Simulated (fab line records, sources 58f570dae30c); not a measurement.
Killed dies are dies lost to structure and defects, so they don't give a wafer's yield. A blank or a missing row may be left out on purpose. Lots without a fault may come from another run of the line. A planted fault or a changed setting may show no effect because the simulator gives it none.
Which tool did it? | flow berkeley_cmos170 | 11 lots, 33 wafers sampled, at 2 steps of a route of 331

WHAT THE GAUGES READ, wafer by wafer
UCB170_PWELL_THK_MEAS_06. Usual: PWELL_NITRIDE_THK 221.1 nm, standard deviation 2.1.
lot  | measured    | on            | PWELL_NITRIDE_THK (nm) | flag
L666 | day 3 08:49 | film_metro-04 | 224.1 222.2 224.6      |
L667 | day 3 08:50 | film_metro-03 | 219.8 221.6 220.9      |
L668 | day 3 19:31 | film_metro-02 | 224.5 223.8 224.5      |
L669 | day 4 03:52 | film_metro-04 | 184.7 182.4 184.8      | OFF
L673 | day 4 12:49 | film_metro-04 | 218.5 219.0 218.9      |
L681 | day 6 14:38 | film_metro-03 | 221.1 221.9 222.7      |
L682 | day 6 14:39 | film_metro-02 | 219.8 218.5 218.0      |
L686 | day 7 19:20 | film_metro-03 | 222.2 222.4 220.5      |
L687 | day 7 19:21 | film_metro-02 | 221.5 219.0 220.4      |
L688 | day 7 19:22 | film_metro-04 | 217.7 220.1 218.6      |
L689 | day 8 04:37 | film_metro-02 | 220.4 220.4 220.3      |

WHICH TOOL RAN EACH LOT (tool, then ch and the chambers of the sampled wafers, then the start)
lot  | UCB170_PWELL_CVD_05
L666 | lpcvd-02 ch 1, day 3 06:53
L667 | lpcvd-02 ch 1, day 3 06:53
L668 | lpcvd-02 ch 1, day 3 17:36
L669 | lpcvd-02 ch 0, day 4 01:58
L673 | lpcvd-01 ch 0, day 4 10:53
L681 | lpcvd-01 ch 1, day 6 11:46
L682 | lpcvd-01 ch 1, day 6 11:46
L686 | lpcvd-01 ch 0, day 7 17:25
L687 | lpcvd-01 ch 0, day 7 17:25
L688 | lpcvd-01 ch 0, day 7 17:25
L689 | lpcvd-02 ch 1, day 8 02:42
- UCB170_PWELL_CVD_05: deposits Si3N4 from SiH2Cl2/NH3, target thk 220 nm, time 3300 s.

WHAT THE TOOLS THEMSELVES READ (means of the sampled wafers that have a number; where no wafer has one, the mark that the record gives instead)
UCB170_PWELL_CVD_05. Usual: sih2cl2_flow_sccm 25.00 sccm, standard deviation 0.072; zone_power_source_pct 24.3 %, standard deviation 2.9.
lot  | tool     | sih2cl2_flow_sccm (sccm) | zone_power_source_pct (%) | flag
L666 | lpcvd-02 | 25.00                    | 23.9                      |
L667 | lpcvd-02 | 24.96                    | 24.1                      |
L668 | lpcvd-02 | 25.00                    | 23.9                      |
L669 | lpcvd-02 | 25.03                    | 21.1                      |
L673 | lpcvd-01 | 25.14                    | 28.4                      |
L681 | lpcvd-01 | 25.00                    | 20.5                      |
L682 | lpcvd-01 | 24.98                    | 20.3                      |
L686 | lpcvd-01 | 25.07                    | 28.0                      |
L687 | lpcvd-01 | 25.07                    | 28.2                      |
L688 | lpcvd-01 | 24.93                    | 28.2                      |
L689 | lpcvd-02 | 24.92                    | 24.0                      |

THE ANSWER, worked out from the rows above alone
Rule: a lot is off if the mean of its wafers that have a number lies more than 3 standard deviations from the usual mean. A lot without any number at a reading at which 4 lots or more have one is off too. The other lots that the step has rows for count as sound. The gauges are gone through in route order, then the tools' own readings, and for those a lot's mean is taken as printed above. The first step at which some lot is off is used, and at that step the reading that is off furthest; a lot without a number counts as furthest.
Off: L669, at UCB170_PWELL_THK_MEAS_06 (PWELL_NITRIDE_THK).
A tool fits if, at a process step before that reading, it ran every lot that is off, and no sound lot after the first of them. The gauges at UCB170_PWELL_THK_MEAS_06 are tried like those tools. None of those tried fits.

WHAT THE SIMULATOR HAD PUT IN
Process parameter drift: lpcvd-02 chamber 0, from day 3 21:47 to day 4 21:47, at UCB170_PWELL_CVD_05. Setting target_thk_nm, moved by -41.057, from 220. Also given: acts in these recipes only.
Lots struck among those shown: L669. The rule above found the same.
